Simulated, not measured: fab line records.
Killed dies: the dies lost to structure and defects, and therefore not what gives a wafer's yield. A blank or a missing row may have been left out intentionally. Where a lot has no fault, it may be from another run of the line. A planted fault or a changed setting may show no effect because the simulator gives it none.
Comparing a struck lot with a sound one ; flow berkeley-cmos170 ; 16 out of 331 route steps
Sound: the wafers L952.1, L952.4, L952.5. The struck wafers were L963.1, L963.5, L963.6. At the end, the cause is stated.
Order at every step that has rows: each side's tool, ch and its chambers, its first start. Under that, the readings that differ: sound wafers ; struck wafers ; difference of the means ; sigmas: that difference in standard deviations of wafers without a fault.
alike: readings whose means differ by less than 2 such deviations, and words and numbers that are the same on both sides. not compared: withheld readings, readings that some wafer has no value for, bounds like >300 that may hide the same value, and numbers for which the record gives no deviation and whose values overlap.
A row with sigmas, a row that says differs or no value, or rows on one side alone: a step with any of these is where the two part. Numbers that don't overlap but have no deviation are shown without sigmas and don't part them. Lack of a reading on every wafer of one side parts them only where that side has two or more wafers.

UCB170_V2_CMP_02: polishes SiO2.
  sound on cmp-02 ch 0,3, day 8 21:23; struck on cmp-01 ch 0,1, day 11 12:54
  alike: motor-current-A
UCB170_V2_BOW_MEAS_03:
  sound on film-metro-01, day 8 21:41; struck on film-metro-01, day 11 13:12
  alike: V2_BOW
UCB170_V2_THK_MEAS_04:
  sound on film-metro-01, day 8 21:48; struck on film-metro-01, day 11 13:19
  alike: V2_POLISHED_THK
then, 5 steps without rows for these wafers: UCB170_V2_CLEAN_05 (cleans in DIW); UCB170_V2_HMDS_06 (prime time 60 s); UCB170_V2_COAT_07 (resist thk 900 nm); UCB170_V2_SOFTBAKE_08 (time 60 s); UCB170_V2_EXPOSE_09 (exposes mask VIA2, target cd 700 nm).
UCB170_V2_PEB_10:
  sound on litho-track-01 ch 0, day 9 00:51; struck on litho-track-01 ch 0, day 11 14:23
  alike: plate-sensor-t-centre-C, plate-sensor-t-edge-C, resist-line-temp-C
then, 1 step without rows for these wafers: UCB170_V2_DEVELOP_11 (develop time 45 s).
UCB170_V2_CD_MEAS_12: the cd target is 700 nm.
  sound on cd-sem-02, day 9 01:07; struck on cd-sem-01, day 11 14:39
  alike: cd-nm
UCB170_V2_OVL_MEAS_13:
  sound on overlay-02, day 9 01:14; struck on overlay-01, day 11 14:46
  alike: V2_OVL
UCB170_V2_ETCH_14: etches SiO2 in CHF3/CF4/Ar, stops on Al, target depth 1250 nm, time 291 s.
  sound on rie-diel-01 ch 1,3, day 9 01:17; struck on rie-diel-01 ch 0,2,3, day 11 14:49
reading;sound;struck;difference;sigmas
model.KrF_of_V2_COAT_07.thk-nm (nm);606.5 603.7 599.3;662.2 660.5 659.3;+57.5;
  alike: drypump-motor-current-A, oes-product-au, throttle-valve-pct
  not compared: rf-hours-counter-h
UCB170_V2_STRIP_15: strips in O2.
  sound on plasma-asher-03 ch 0,1, day 9 01:28; struck on plasma-asher-04 ch 0,1, day 11 14:59
reading;sound;struck;difference;sigmas
strip-time-to-endpoint-s (s);15.22 15.16 15.05;16.49 16.43 16.41;+1.30;+12
  alike: drypump-motor-current-A, o2-flow-sccm, oes-product-au
  not compared: rf-hours-counter-h
UCB170_V2_CD_MEAS_90: the cd target is 700 nm.
  sound on cd-sem-02, day 9 01:34; struck on cd-sem-01, day 11 15:05
  alike: cd-nm
UCB170_M3_PROBE_99:
  sound on prober-02, day 9 04:47; struck on prober-01, day 11 18:02
  not compared: model.etest.antenna-m3.vt-shift-v

== WHERE THEY PART ==
Only at UCB170_V2_STRIP_15, as far as this record shows. Later steps at which nothing parts them and some readings are alike: UCB170_V2_CD_MEAS_90.

WHY: what the simulator had put in
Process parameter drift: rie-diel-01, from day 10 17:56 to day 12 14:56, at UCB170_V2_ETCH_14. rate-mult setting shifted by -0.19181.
